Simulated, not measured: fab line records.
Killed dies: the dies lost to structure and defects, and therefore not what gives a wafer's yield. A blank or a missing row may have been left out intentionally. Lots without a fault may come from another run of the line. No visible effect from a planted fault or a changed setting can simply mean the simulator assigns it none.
fab line records | flow rit-cmos
record lots=14 | wafers=42 | last-day=7
route steps=202 shown PLDD@119 M1@202
lots that met no fault: taken from a fault-free run of the same line
start-h: hours from the record's opening day to when the first of the lot's shown wafers began | wait-h: how many hours have passed since the lot's step before this one | " identical to the entry in the row above | L1.1+2: several wafers, shown together as one row | - no value, or no start given | * or withheld: withheld | < > ~ a bound
route shown NAME@n: names a module that has steps shown in the file, with the first one's number in the route | usual: the fault-free wafers' mean and standard deviation | same: alike in all rows | chamber/n: place in a boat | sites: the reading at each site | _std_site: standard deviation of those values | _edge_site: the outer-site mean with the inner-site mean subtracted | radius-mm: how far each site lies from the wafer's centre | mask NAME#n: copy n | behind: the last tool/chamber to shape the wafer | hold: why the lot was held/for how many hours/how that ended | device: which transistor (n, p or np) failed to switch | end of line: at the end of the route, the tests of the same wafers | where a step has no rows: the recipe by itself | killed: count of dies lost to structure and defects at first sort (not the wafer's yield) | map: dies across one wafer; x = killed, . = not, _ = none there
set.NAME: the setting that was run; set.NAME@STEP: the one run at that earlier step | model.NAME: the simulator's own value behind a step, which no gauge read
steps of the route over a sample of lots; a table a step, a row a wafer
services: a tool's chamber out of use, with start hour (start-h, from the record's first day; less than 0 if before it), hours out, and reason
## steps
# step RIT_PLDD_DEVELOP_05
# recipe resist=NOVOLAK | develop-time-s=50 | dev-temp-c=23
lot.wafer  | tool           | chamber | start-h | wait-h
L852.1+4+6 | litho-track-02 | 0       | 46      | -
L853.2+4+6 | litho-track-02 | 0       | 53      | -
L855.1+4+6 | litho-track-02 | 0       | 62      | -
L856.3+4+6 | litho-track-04 | 0       | 65      | -
L857.3+4+6 | litho-track-03 | 0       | 74      | -
L858.1+2+6 | litho-track-03 | 0       | 74      | -
L859.3+4+5 | litho-track-02 | 0       | 80      | -
L860.2+3+4 | litho-track-03 | 0       | 89      | -
L862.1+2+4 | litho-track-03 | 0       | 99      | -
L869.2+3+6 | litho-track-04 | 0       | 132     | -
L870.1+3+5 | litho-track-02 | 0       | 134     | -
L871.3+4+6 | litho-track-02 | 0       | 140     | -
L872.1+2+4 | litho-track-02 | 0       | 147     | -
L875.1+2+6 | litho-track-04 | 0       | 161     | -
# step RIT_PLDD_TW_MEAS_10
# usual PLDD_TW=2315/25
lot.wafer | tool          | chamber | start-h | wait-h | PLDD_TW
L852.1    | film-metro-02 | -       | 46.95   | 0.1    | 2283
L852.4    | "             | -       | "       | "      | 2287
L852.6    | "             | -       | "       | "      | 2287
L853.2    | film-metro-04 | -       | 53.74   | 0.1    | 2352
L853.4    | "             | -       | "       | "      | 2344
L853.6    | "             | -       | "       | "      | 2342
L855.1    | film-metro-02 | -       | 63.46   | 0.1    | 2283
L855.4    | "             | -       | "       | "      | 2283
L855.6    | "             | -       | "       | "      | 2288
L856.3    | film-metro-04 | -       | 66.08   | 0.1    | 2344
L856.4    | "             | -       | "       | "      | 2350
L856.6    | "             | -       | "       | "      | 2352
L857.3    | film-metro-02 | -       | 75.13   | 0.1    | 2294
L857.4    | "             | -       | "       | "      | 2298
L857.6    | "             | -       | "       | "      | 2295
L858.1    | film-metro-02 | -       | 75.58   | 0.1    | 2305
L858.2    | "             | -       | "       | "      | 2288
L858.6    | "             | -       | "       | "      | 2290
L859.3    | film-metro-02 | -       | 80.74   | 0.1    | 2289
L859.4    | "             | -       | "       | "      | 2294
L859.5    | "             | -       | "       | "      | 2301
L860.2    | film-metro-04 | -       | 90.03   | 0.1    | 30
L860.3    | "             | -       | "       | "      | 30
L860.4    | "             | -       | "       | "      | 30
L862.1    | film-metro-02 | -       | 100.30  | 0.1    | 29
L862.2    | "             | -       | "       | "      | 30
L862.4    | "             | -       | "       | "      | 29
L869.2    | film-metro-04 | -       | 132.76  | 0.1    | 2340
L869.3    | "             | -       | "       | "      | 2341
L869.6    | "             | -       | "       | "      | 2341
L870.1    | film-metro-04 | -       | 135.59  | 0.1    | 2332
L870.3    | "             | -       | "       | "      | 2339
L870.5    | "             | -       | "       | "      | 2347
L871.3    | film-metro-03 | -       | 141.68  | 0.1    | 2298
L871.4    | "             | -       | "       | "      | 2288
L871.6    | "             | -       | "       | "      | 2295
L872.1    | film-metro-04 | -       | 148.31  | 0.1    | 2329
L872.2    | "             | -       | "       | "      | 2340
L872.4    | "             | -       | "       | "      | 2327
L875.1    | film-metro-04 | -       | 161.72  | 0.1    | 2327
L875.2    | "             | -       | "       | "      | 2340
L875.6    | "             | -       | "       | "      | 2339
# step RIT_M1_PROBE_99
# usual killed_at_M0_to_M3=0.0/0.12 | killed-at-contacts=0.1/0.34 | killed-at-front-end=7.0/2.9 | killed-dies=7.2/2.9 | killed-on-rim=2.1/1.4 | killed-open=3.6/1.9 | killed-short=3.5/2.1
# same gross-dies=264 | killed_at_M4_up=0 | killed-at-back-side=0 | killed-at-other=0
lot.wafer | tool      | chamber | start-h | wait-h | killed_at_M0_to_M3 | killed-at-contacts | killed-at-front-end | killed-dies | killed-on-rim | killed-open | killed-short
L860.2    | prober-01 | -       | 103.70  | 0.1    | 0                  | 0                  | 264                 | 264         | 70            | 4           | 3
L860.3    | prober-01 | -       | 103.75  | 0.2    | 0                  | 0                  | 264                 | 264         | 70            | 7           | 3
L860.4    | prober-01 | -       | 103.80  | 0.2    | 0                  | 0                  | 264                 | 264         | 70            | 3           | 3
L862.1    | prober-02 | -       | 113.99  | 0.1    | 0                  | 0                  | 264                 | 264         | 70            | 4           | 7
L862.2    | prober-02 | -       | 114.04  | 0.1    | 0                  | 1                  | 263                 | 264         | 70            | 4           | 5
L862.4    | prober-02 | -       | 114.14  | 0.2    | 0                  | 0                  | 264                 | 264         | 70            | 5           | 3
# killed by level:class
L860.2 PLDD:area-develop=257 GATE:geometric-particle:open=4 FOX1:geometric-particle:short=2 SILICIDE:geometric-particle:short=1
L860.3 PLDD:area-develop=254 FOX1:geometric-particle:open=2 FOX1:geometric-particle:short=2 GATE:geometric-particle:open=2 SILICIDE:geometric-particle:open=2 REOX:geometric-particle:open=1 SILICIDE:geometric-particle:short=1
L860.4 PLDD:area-develop=258 SPACER:geometric-particle:open=3 SILICIDE:geometric-particle:short=2 SPACER:geometric-particle:short=1
L862.1 PLDD:area-develop=253 GATE:geometric-particle:short=3 FOX1:geometric-particle:short=2 GATE:geometric-particle:open=2 FOX1:geometric-particle:open=1 FOX2:geometric-particle:short=1 SPACER:geometric-particle:open=1 SPACER:geometric-particle:short=1
L862.2 PLDD:area-develop=255 GATE:geometric-particle:short=3 GATE:geometric-particle:open=2 FOX1:geometric-particle:open=1 SPACER:geometric-particle:open=1 SILICIDE:geometric-particle:short=1 CONTACT:geometric-particle:short=1
L862.4 PLDD:area-develop=255 FOX1:geometric-particle:open=3 FOX2:geometric-particle:open=2 FOX1:geometric-particle:short=1 GATE:geometric-particle:short=1 SILICIDE:geometric-particle:short=1 NWELL:coat-microbubble-printed=1
## services
tool           | chamber | start-h | hours | kind
litho-track-03 | -       | 59.82   | -     | consumable-replace:filter
## key
first-sign step=RIT_PLDD_TW_MEAS_10 | reading=PLDD_TW | direction=down | sigmas=92 | usual=2315 | struck=30
effect step=RIT_M1_PROBE_99 | reading=killed-dies | direction=up | sigmas=89 | usual=7.2 | struck=264
more-kills-born-at RIT_PLDD_DEVELOP_05@litho-track-03=1532
met-at RIT_PLDD_DEVELOP_05
struck-lots L860,L862
tester-left-out L860,L862
onset-between 74 89
fault kind=process-parameter-drift | tool=litho-track-03 | chamber=- | onset-h=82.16 | steps=RIT_PLDD_DEVELOP_05 | channel=develop-time-s | offset=* | shape=step | end-h=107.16 | acts-in=* | stated=*
# tester-left-out: of these lots the tester's yield and bins aren't shown, on N5 and GAA mostly nor the transistor test; their killed dies are dies lost to structure and defects alone, not to doping, threshold or leakage, so they don't give the yield
